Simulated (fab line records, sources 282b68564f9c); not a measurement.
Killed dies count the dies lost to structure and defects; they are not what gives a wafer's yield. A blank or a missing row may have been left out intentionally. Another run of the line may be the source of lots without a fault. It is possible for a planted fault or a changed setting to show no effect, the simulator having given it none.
fab line records / flow ritCmos / part 2 of 2: steps 29 to 42 of 42
record: lots: 5 wafers: 15 lastDay: 7
route steps=202 shown ACTIVE@1 FOX1@20 FOX2@23 NWELL@28 PWELL@39
lots with no fault: from the same line, run without faults
startH: hours from the record's first day to the start of the lot's first wafer shown / waitH: how many hours have passed since the lot's step before this one / " same as the row above / L1.1+2: one row covering several wafers at once / - no value, or no start was given / * or withheld: withheld / < > ~ a bound
route shown NAME@n: a module of which the file shows steps, and the number in the route of the first / usual: mean and standard deviation over wafers with no fault / same: alike in all rows / chamber/n: place in a boat / sites: readings site by site / _std_site: their standard deviation / _edge_site: mean of outer sites minus mean of inner sites / radiusMm: for every site, how far away it sits from the centre of the wafer / mask NAME#n: copy n / behind: the last tool/chamber to shape the wafer / hold: reason for holding the lot/hours on hold/outcome of the hold / device: the n, p or np transistor that did not switch / end of line: at the end of the route, the tests of the same wafers / where a step has no rows: the recipe by itself / killed: at the first sort, the dies lost to defects and structure; wafer yield is something else / map: the dies of a wafer, with x for killed, . for not killed, _ for no die there
set.NAME: setting as actually run; set.NAME@STEP: the setting as run at that earlier step / model.NAME: the simulator's own value behind a step, which no gauge read
lots seen at some steps along the route; tables by step, rows by wafer
services: a tool's chamber out of use, with start hour (startH, from the record's first day; less than 0 if before it), hours out, and reason
== steps ==
step: RIT_NWELL_COAT_01
recipe: resist: NOVOLAK spinRpm: 2000 resistThkNm: 1300
lot.wafer=L082.1+2+3 tool=lithoTrack-02 chamber=0 startH=62.73 waitH=0.1
lot.wafer=L085.2+4+6 tool=lithoTrack-02 chamber=0 startH=75.62 waitH=0.1
lot.wafer=L088.1+5+6 tool=lithoTrack-04 chamber=0 startH=92.64 waitH=0.1
lot.wafer=L090.4+5+6 tool=lithoTrack-02 chamber=0 startH=102.22 waitH=0.1
lot.wafer=L095.2+3+4 tool=lithoTrack-03 chamber=0 startH=126.67 waitH=0.1
step: RIT_NWELL_SOFTBAKE_02
recipe: resist: NOVOLAK tempC: 90 timeS: 60
same: timeS: 60
lot.wafer=L082.1+2+3 tool=lithoTrack-02 chamber=0 startH=62.88 waitH=0.1
lot.wafer=L085.2+4+6 tool=lithoTrack-02 chamber=0 startH=75.77 waitH=0.1
lot.wafer=L088.1+5+6 tool=lithoTrack-04 chamber=0 startH=92.79 waitH=0.1
lot.wafer=L090.4+5+6 tool=lithoTrack-02 chamber=0 startH=102.37 waitH=0.1
lot.wafer=L095.2+3+4 tool=lithoTrack-03 chamber=0 startH=126.82 waitH=0.1
step: RIT_NWELL_EXPOSE_03
recipe: maskId: M2 na: 0.57 targetCdNm: 43900 doseMj: 250
usual: reticleTempC: 22.99/0.12
lot.wafer=L082.1 tool=ilineStepper-02 chamber=0 startH=63.03 waitH=0.1 mask=M2#0 reticleTempC=22.99
lot.wafer=L082.2 tool=ilineStepper-02 chamber=0 startH=63.03 waitH=0.1 mask=M2#0 reticleTempC=23.05
lot.wafer=L082.3 tool=ilineStepper-02 chamber=0 startH=63.03 waitH=0.1 mask=M2#0 reticleTempC=23.09
lot.wafer=L085.2 tool=ilineStepper-02 chamber=0 startH=75.92 waitH=0.1 mask=M2#0 reticleTempC=23.07
lot.wafer=L085.4 tool=ilineStepper-02 chamber=0 startH=75.92 waitH=0.1 mask=M2#0 reticleTempC=22.88
lot.wafer=L085.6 tool=ilineStepper-02 chamber=0 startH=75.92 waitH=0.1 mask=M2#0 reticleTempC=22.81
lot.wafer=L088.1 tool=ilineStepper-02 chamber=0 startH=93.06 waitH=0.2 mask=M2#0 reticleTempC=23.02
lot.wafer=L088.5 tool=ilineStepper-02 chamber=0 startH=93.06 waitH=0.2 mask=M2#0 reticleTempC=23.07
lot.wafer=L088.6 tool=ilineStepper-02 chamber=0 startH=93.06 waitH=0.2 mask=M2#0 reticleTempC=23.13
lot.wafer=L090.4 tool=ilineStepper-02 chamber=0 startH=102.51 waitH=0.1 mask=M2#0 reticleTempC=23.12
lot.wafer=L090.5 tool=ilineStepper-02 chamber=0 startH=102.51 waitH=0.1 mask=M2#0 reticleTempC=23.13
lot.wafer=L090.6 tool=ilineStepper-02 chamber=0 startH=102.51 waitH=0.1 mask=M2#0 reticleTempC=23.04
lot.wafer=L095.2 tool=ilineStepper-02 chamber=0 startH=127.10 waitH=0.3 mask=M2#0 reticleTempC=23.03
lot.wafer=L095.3 tool=ilineStepper-02 chamber=0 startH=127.10 waitH=0.3 mask=M2#0 reticleTempC=22.94
lot.wafer=L095.4 tool=ilineStepper-02 chamber=0 startH=127.10 waitH=0.3 mask=M2#0 reticleTempC=22.95
step: RIT_NWELL_PEB_04
recipe: resist: NOVOLAK tempC: withheld timeS: withheld
lot.wafer=L082.1+2+3 tool=lithoTrack-04 chamber=0 startH=63.15 waitH=0.1
lot.wafer=L085.2+4+6 tool=lithoTrack-02 chamber=0 startH=76.04 waitH=0.1
lot.wafer=L088.1+5+6 tool=lithoTrack-04 chamber=0 startH=93.18 waitH=0.1
lot.wafer=L090.4+5+6 tool=lithoTrack-04 chamber=0 startH=102.82 waitH=0.3
lot.wafer=L095.2+3+4 tool=lithoTrack-03 chamber=0 startH=127.22 waitH=0.1
step: RIT_NWELL_DEVELOP_05
recipe: resist: NOVOLAK developTimeS: 68 devTempC: 23
lot.wafer=L082.1+2+3 tool=lithoTrack-04 chamber=0 startH=- waitH=-
lot.wafer=L085.2+4+6 tool=lithoTrack-02 chamber=0 startH=- waitH=-
lot.wafer=L088.1+5+6 tool=lithoTrack-04 chamber=0 startH=- waitH=-
lot.wafer=L090.4+5+6 tool=lithoTrack-04 chamber=0 startH=- waitH=-
lot.wafer=L095.2+3+4 tool=lithoTrack-03 chamber=0 startH=- waitH=-
step: RIT_NWELL_OVL_MEAS_06
usual: NWELL_OVL: -0.1/1.4
lot.wafer=L082.1 tool=overlay-01 chamber=- startH=63.46 waitH=- NWELL_OVL[nm]=-1.2
lot.wafer=L082.2 tool=overlay-01 chamber=- startH=63.46 waitH=- NWELL_OVL[nm]=-1.8
lot.wafer=L082.3 tool=overlay-01 chamber=- startH=63.46 waitH=- NWELL_OVL[nm]=-1.4
lot.wafer=L085.2 tool=overlay-01 chamber=- startH=76.33 waitH=- NWELL_OVL[nm]=0.0
lot.wafer=L085.4 tool=overlay-01 chamber=- startH=76.33 waitH=- NWELL_OVL[nm]=0.9
lot.wafer=L085.6 tool=overlay-01 chamber=- startH=76.33 waitH=- NWELL_OVL[nm]=0.0
lot.wafer=L088.1 tool=overlay-02 chamber=- startH=93.49 waitH=- NWELL_OVL[nm]=2.9
lot.wafer=L088.5 tool=overlay-02 chamber=- startH=93.49 waitH=- NWELL_OVL[nm]=2.1
lot.wafer=L088.6 tool=overlay-02 chamber=- startH=93.49 waitH=- NWELL_OVL[nm]=1.5
lot.wafer=L090.4 tool=overlay-02 chamber=- startH=103.08 waitH=- NWELL_OVL[nm]=0.9
lot.wafer=L090.5 tool=overlay-02 chamber=- startH=103.08 waitH=- NWELL_OVL[nm]=0.6
lot.wafer=L090.6 tool=overlay-02 chamber=- startH=103.08 waitH=- NWELL_OVL[nm]=0.5
lot.wafer=L095.2 tool=overlay-02 chamber=- startH=127.52 waitH=- NWELL_OVL[nm]=-2.4
lot.wafer=L095.3 tool=overlay-02 chamber=- startH=127.52 waitH=- NWELL_OVL[nm]=-1.2
lot.wafer=L095.4 tool=overlay-02 chamber=- startH=127.52 waitH=- NWELL_OVL[nm]=-2.6
step: RIT_NWELL_HARDBAKE_07
recipe: resist: NOVOLAK tempC: 140 timeS: 120
same: timeS: 120
lot.wafer=L082.1+2+3 tool=lithoTrack-02 chamber=0 startH=63.50 waitH=0.0
lot.wafer=L085.2+4+6 tool=lithoTrack-04 chamber=0 startH=76.41 waitH=0.1
lot.wafer=L088.1+5+6 tool=lithoTrack-04 chamber=0 startH=93.53 waitH=0.0
lot.wafer=L090.4+5+6 tool=lithoTrack-02 chamber=0 startH=103.22 waitH=0.1
lot.wafer=L095.2+3+4 tool=lithoTrack-04 chamber=0 startH=127.59 waitH=0.1
step: RIT_NWELL_IMPLANT_08
recipe: species: P energyKev: 170 doseCm2: 5e+13 tiltDeg: 7
lot.wafer=L082.1+2+3 tool=implanter-03 chamber=0 startH=63.75 waitH=0.2
lot.wafer=L085.2+4+6 tool=implanter-03 chamber=0 startH=76.64 waitH=0.2
lot.wafer=L088.1+5+6 tool=implanter-02 chamber=0 startH=93.78 waitH=0.2
lot.wafer=L090.4+5+6 tool=implanter-04 chamber=0 startH=103.42 waitH=0.2
lot.wafer=L095.2+3+4 tool=implanter-04 chamber=0 startH=127.82 waitH=0.2
step: RIT_NWELL_STRIP_09
recipe: chemistry: O2 timeS: 180 resist: NOVOLAK platenTempC: withheld powerW: 500 pressureMtorr: 4000 o2FlowSccm: 4000
usual: chamberPressureMTorr: 4000/3.8 drypumpMotorCurrentA: 5.6/0.47
same: timeS: 180
lot.wafer=L082.1 tool=plasmaAsher-04 chamber=0 startH=63.90 waitH=0.1 chamberPressureMTorr=4007 drypumpMotorCurrentA=5.8 rfHoursCounterH=44
lot.wafer=L082.2 tool=plasmaAsher-04 chamber=1 startH=63.90 waitH=0.1 chamberPressureMTorr=4001 drypumpMotorCurrentA=5.1 rfHoursCounterH=44
lot.wafer=L082.3 tool=plasmaAsher-04 chamber=0 startH=63.90 waitH=0.1 chamberPressureMTorr=4004 drypumpMotorCurrentA=5.8 rfHoursCounterH=-
lot.wafer=L085.2 tool=plasmaAsher-03 chamber=1 startH=76.76 waitH=0.1 chamberPressureMTorr=3993 drypumpMotorCurrentA=5.2 rfHoursCounterH=43
lot.wafer=L085.4 tool=plasmaAsher-03 chamber=1 startH=76.76 waitH=0.1 chamberPressureMTorr=4004 drypumpMotorCurrentA=5.2 rfHoursCounterH=-
lot.wafer=L085.6 tool=plasmaAsher-03 chamber=0 startH=76.76 waitH=0.1 chamberPressureMTorr=4005 drypumpMotorCurrentA=6.0 rfHoursCounterH=-
lot.wafer=L088.1 tool=plasmaAsher-04 chamber=0 startH=93.93 waitH=0.1 chamberPressureMTorr=4003 drypumpMotorCurrentA=5.7 rfHoursCounterH=47
lot.wafer=L088.5 tool=plasmaAsher-04 chamber=1 startH=93.93 waitH=0.1 chamberPressureMTorr=3990 drypumpMotorCurrentA=5.1 rfHoursCounterH=-
lot.wafer=L088.6 tool=plasmaAsher-04 chamber=0 startH=93.93 waitH=0.1 chamberPressureMTorr=3998 drypumpMotorCurrentA=5.7 rfHoursCounterH=-
lot.wafer=L090.4 tool=plasmaAsher-02 chamber=0 startH=103.56 waitH=0.1 chamberPressureMTorr=3999 drypumpMotorCurrentA=6.5 rfHoursCounterH=-
lot.wafer=L090.5 tool=plasmaAsher-02 chamber=1 startH=103.56 waitH=0.1 chamberPressureMTorr=4001 drypumpMotorCurrentA=5.1 rfHoursCounterH=-
lot.wafer=L090.6 tool=plasmaAsher-02 chamber=0 startH=103.56 waitH=0.1 chamberPressureMTorr=4000 drypumpMotorCurrentA=6.5 rfHoursCounterH=-
lot.wafer=L095.2 tool=plasmaAsher-04 chamber=0 startH=127.95 waitH=0.1 chamberPressureMTorr=3995 drypumpMotorCurrentA=5.7 rfHoursCounterH=1
lot.wafer=L095.3 tool=plasmaAsher-04 chamber=1 startH=127.95 waitH=0.1 chamberPressureMTorr=4005 drypumpMotorCurrentA=5.1 rfHoursCounterH=-
lot.wafer=L095.4 tool=plasmaAsher-04 chamber=0 startH=127.95 waitH=0.1 chamberPressureMTorr=4005 drypumpMotorCurrentA=5.7 rfHoursCounterH=-
step: RIT_NWELL_TW_MEAS_10
usual: NWELL_TW: 2148/17
lot.wafer=L082.1 tool=filmMetro-02 chamber=- startH=64.07 waitH=0.1 NWELL_TW=2134
lot.wafer=L082.2 tool=filmMetro-02 chamber=- startH=64.07 waitH=0.1 NWELL_TW=2126
lot.wafer=L082.3 tool=filmMetro-02 chamber=- startH=64.07 waitH=0.1 NWELL_TW=2132
lot.wafer=L085.2 tool=filmMetro-01 chamber=- startH=76.95 waitH=0.1 NWELL_TW=2141
lot.wafer=L085.4 tool=filmMetro-01 chamber=- startH=76.95 waitH=0.1 NWELL_TW=2153
lot.wafer=L085.6 tool=filmMetro-01 chamber=- startH=76.95 waitH=0.1 NWELL_TW=2156
lot.wafer=L088.1 tool=filmMetro-01 chamber=- startH=94.10 waitH=0.1 NWELL_TW=2150
lot.wafer=L088.5 tool=filmMetro-01 chamber=- startH=94.10 waitH=0.1 NWELL_TW=2151
lot.wafer=L088.6 tool=filmMetro-01 chamber=- startH=94.10 waitH=0.1 NWELL_TW=2149
lot.wafer=L090.4 tool=filmMetro-02 chamber=- startH=103.70 waitH=0.1 NWELL_TW=2144
lot.wafer=L090.5 tool=filmMetro-02 chamber=- startH=103.70 waitH=0.1 NWELL_TW=2138
lot.wafer=L090.6 tool=filmMetro-02 chamber=- startH=103.70 waitH=0.1 NWELL_TW=2144
lot.wafer=L095.2 tool=filmMetro-04 chamber=- startH=128.13 waitH=0.1 NWELL_TW=2156
lot.wafer=L095.3 tool=filmMetro-04 chamber=- startH=128.13 waitH=0.1 NWELL_TW=2151
lot.wafer=L095.4 tool=filmMetro-04 chamber=- startH=128.13 waitH=0.1 NWELL_TW=2151
step: RIT_PWELL_HMDS_00
recipe: primeTimeS: 60 primeTempC: 140
lot.wafer=L082.1+2+3 tool=lithoTrack-04 chamber=0 startH=64.13 waitH=0.1
lot.wafer=L085.2+4+6 tool=lithoTrack-01 chamber=0 startH=77.02 waitH=0.1
lot.wafer=L088.1+5+6 tool=lithoTrack-01 chamber=0 startH=94.17 waitH=0.1
lot.wafer=L090.4+5+6 tool=lithoTrack-01 chamber=0 startH=103.81 waitH=0.1
lot.wafer=L095.2+3+4 tool=lithoTrack-02 chamber=0 startH=128.21 waitH=0.1
step: RIT_PWELL_COAT_01
recipe: resist: NOVOLAK spinRpm: 2000 resistThkNm: 1300
lot.wafer=L082.1+2+3 tool=lithoTrack-04 chamber=0 startH=64.28 waitH=0.1
lot.wafer=L085.2+4+6 tool=lithoTrack-01 chamber=0 startH=77.17 waitH=0.1
lot.wafer=L088.1+5+6 tool=lithoTrack-01 chamber=0 startH=94.32 waitH=0.1
lot.wafer=L090.4+5+6 tool=lithoTrack-01 chamber=0 startH=103.96 waitH=0.1
lot.wafer=L095.2+3+4 tool=lithoTrack-02 chamber=0 startH=128.36 waitH=0.1
step: RIT_PWELL_SOFTBAKE_02
recipe: resist: NOVOLAK tempC: 90 timeS: 60
same: timeS: 60
lot.wafer=L082.1+2+3 tool=lithoTrack-04 chamber=0 startH=64.43 waitH=0.1
lot.wafer=L085.2+4+6 tool=lithoTrack-01 chamber=0 startH=77.32 waitH=0.1
lot.wafer=L088.1+5+6 tool=lithoTrack-01 chamber=0 startH=94.47 waitH=0.1
lot.wafer=L090.4+5+6 tool=lithoTrack-01 chamber=0 startH=104.11 waitH=0.1
lot.wafer=L095.2+3+4 tool=lithoTrack-02 chamber=0 startH=128.51 waitH=0.1
step: RIT_PWELL_EXPOSE_03
recipe: maskId: M3 na: 0.57 targetCdNm: 43700 doseMj: 250
usual: reticleTempC: 22.97/0.086
lot.wafer=L082.1 tool=ilineStepper-02 chamber=0 startH=64.71 waitH=0.2 mask=M3#0 reticleTempC=23.05
lot.wafer=L082.2 tool=ilineStepper-02 chamber=0 startH=64.71 waitH=0.2 mask=M3#0 reticleTempC=22.99
lot.wafer=L082.3 tool=ilineStepper-02 chamber=0 startH=64.71 waitH=0.2 mask=M3#0 reticleTempC=23.05
lot.wafer=L085.2 tool=ilineStepper-01 chamber=0 startH=77.59 waitH=0.2 mask=M3#0 reticleTempC=22.92
lot.wafer=L085.4 tool=ilineStepper-01 chamber=0 startH=77.59 waitH=0.2 mask=M3#0 reticleTempC=22.97
lot.wafer=L085.6 tool=ilineStepper-01 chamber=0 startH=77.59 waitH=0.2 mask=M3#0 reticleTempC=23.01
lot.wafer=L088.1 tool=ilineStepper-01 chamber=0 startH=94.75 waitH=0.2 mask=M3#0 reticleTempC=23.02
lot.wafer=L088.5 tool=ilineStepper-01 chamber=0 startH=94.75 waitH=0.2 mask=M3#0 reticleTempC=23.14
lot.wafer=L088.6 tool=ilineStepper-01 chamber=0 startH=94.75 waitH=0.2 mask=M3#0 reticleTempC=22.93
lot.wafer=L090.4 tool=ilineStepper-02 chamber=0 startH=104.37 waitH=0.2 mask=M3#0 reticleTempC=22.94
lot.wafer=L090.5 tool=ilineStepper-02 chamber=0 startH=104.37 waitH=0.2 mask=M3#0 reticleTempC=23.06
lot.wafer=L090.6 tool=ilineStepper-02 chamber=0 startH=104.37 waitH=0.2 mask=M3#0 reticleTempC=22.95
lot.wafer=L095.2 tool=ilineStepper-02 chamber=0 startH=128.95 waitH=0.4 mask=M3#0 reticleTempC=22.79
lot.wafer=L095.3 tool=ilineStepper-02 chamber=0 startH=128.95 waitH=0.4 mask=M3#0 reticleTempC=22.86
lot.wafer=L095.4 tool=ilineStepper-02 chamber=0 startH=128.95 waitH=0.4 mask=M3#0 reticleTempC=23.00
== services ==
tool=ilineStepper-01 chamber=- startH=35.52 hours=1.7 kind=pm
tool=implanter-04 chamber=- startH=37.98 hours=2.9 kind=pm
tool=furnace-01 chamber=- startH=39.33 hours=4.0 kind=pm
tool=furnace-04 chamber=- startH=42.05 hours=3.1 kind=pm
tool=implanter-04 chamber=- startH=44.98 hours=1.8 kind=repair
tool=implanter-03 chamber=- startH=46.58 hours=2.2 kind=pm
tool=rieDiel-03 chamber=1 startH=52.89 hours=18.1 kind=repair
tool=furnace-01 chamber=- startH=56.40 hours=2.4 kind=pm
tool=implanter-02 chamber=- startH=57.27 hours=1.4 kind=repair
tool=implanter-02 chamber=- startH=61.55 hours=3.8 kind=repair
tool=implanter-04 chamber=- startH=62.62 hours=6.2 kind=repair
tool=furnace-03 chamber=- startH=71.81 hours=4.4 kind=pm
tool=rieDiel-03 chamber=0 startH=85.92 hours=16.2 kind=repair
tool=implanter-03 chamber=- startH=89.53 hours=3.3 kind=repair
tool=wetBench-02 chamber=- startH=92.42 hours=3.8 kind=repair
tool=ilineStepper-01 chamber=- startH=102.15 hours=2.1 kind=pm
tool=implanter-03 chamber=- startH=106.42 hours=7.0 kind=repair
tool=plasmaAsher-04 chamber=- startH=108.75 hours=9.0 kind=pm
tool=plasmaAsher-04 chamber=0 startH=108.75 hours=9.0 kind=ventCycle
tool=implanter-02 chamber=- startH=110.98 hours=1.2 kind=repair
tool=ilineStepper-02 chamber=- startH=119.40 hours=4.4 kind=pm
tool=rieDiel-02 chamber=0 startH=119.41 hours=8.8 kind=repair
tool=ilineStepper-01 chamber=- startH=123.84 hours=5.2 kind=repair
tool=furnace-01 chamber=- startH=127.48 hours=2.0 kind=pm
